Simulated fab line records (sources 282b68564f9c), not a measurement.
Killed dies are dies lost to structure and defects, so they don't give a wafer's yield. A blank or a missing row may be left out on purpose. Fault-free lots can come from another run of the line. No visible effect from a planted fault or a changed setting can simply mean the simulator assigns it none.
A lot that was struck, set against a sound lot :: flow rit_cmos :: 15 steps out of a route of 202
Sound: the wafers L951.2, L951.4, L951.6. Wafers L966.1, L966.2, L966.6 were the ones struck. At the end, the cause is stated.
Per side, at each step with rows, come the tool, then ch with its chambers, and then its first start. Under that, the readings that differ: sound wafers :: struck wafers :: difference of the means :: sigmas: that difference in standard deviations of wafers without a fault.
alike: same words and numbers on both sides, and readings whose means sit less than 2 such deviations apart. not compared: any withheld reading, any reading some wafer has no value for, any bound like >300 that may hide the same value, and any number with overlapping values for which the record gives no deviation.
A row with sigmas, a row that says differs or no value, or rows on one side alone: a step with any of these is where the two part. Numbers that don't overlap but have no deviation are shown without sigmas and don't part them. A reading missing from all wafers of one side parts the sides only when that side holds two or more wafers.

RIT_M1_THK_MEAS_02: measures by xrf.
  struck on film_metro-03, day 7 19:31; sound on film_metro-04, day 4 17:17
  alike: M1_AL_THK
then, 6 steps without rows for these wafers: RIT_M1_HMDS_03 (prime time 60 s); RIT_M1_COAT_04 (resist thk 1300 nm); RIT_M1_SOFTBAKE_05 (time 60 s); RIT_M1_EXPOSE_06 (exposes mask M12, target cd 2600 nm); RIT_M1_PEB_07; RIT_M1_DEVELOP_08 (develop time 68 s).
RIT_M1_CD_MEAS_09: the cd target is 2600 nm.
  struck on cd_sem-02, day 7 20:40; sound on cd_sem-01, day 4 18:14
  alike: cd_nm
RIT_M1_OVL_MEAS_10:
  struck on overlay-01, day 7 20:47; sound on overlay-01, day 4 18:20
  alike: M1_OVL
then, 1 step without rows for these wafers: RIT_M1_HARDBAKE_11 (time 120 s).
RIT_M1_METAL_ETCH_12: etches Al in Cl2/BCl3, stops on SiO2, time 165 s, target depth 600 nm.
  sound on rie_metal-01 ch 0,1, day 4 18:37; struck on rie_metal-01 ch 0,1, day 7 21:04
  alike: drypump_motor_current_A, oes_product_au, throttle_valve_pct
  not compared: rf_hours_counter_h
then, 1 step without rows for these wafers: RIT_M1_STRIP_13 (strips in nmp, time 600 s).
RIT_M1_STRIP_14: strips in O2, time 180 s.
  sound on plasma_asher-02 ch 0,1, day 4 18:58; struck on plasma_asher-03 ch 0,1, day 7 21:24
reading: run_length_s (s)
sound: 207.6 208.1 208.2
struck: 218.5 218.6 218.6
difference: +10.6
sigmas: +19
  alike: drypump_motor_current_A
  not compared: rf_hours_counter_h
RIT_M1_CD_MEAS_90: the cd target is 2600 nm.
  struck on cd_sem-02, day 7 21:35; sound on cd_sem-02, day 4 19:09
  alike: cd_nm
RIT_M1_PROBE_99:
  the record has rows for the sound wafers here (prober-02, day 4 20:55) and none for the struck ones

== WHERE THEY PART ==
At RIT_M1_STRIP_14 first; at RIT_M1_PROBE_99 last (within this record only).

WHY: the cause the simulator had injected
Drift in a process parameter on plasma_asher-03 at RIT_M1_STRIP_14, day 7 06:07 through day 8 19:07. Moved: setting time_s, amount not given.
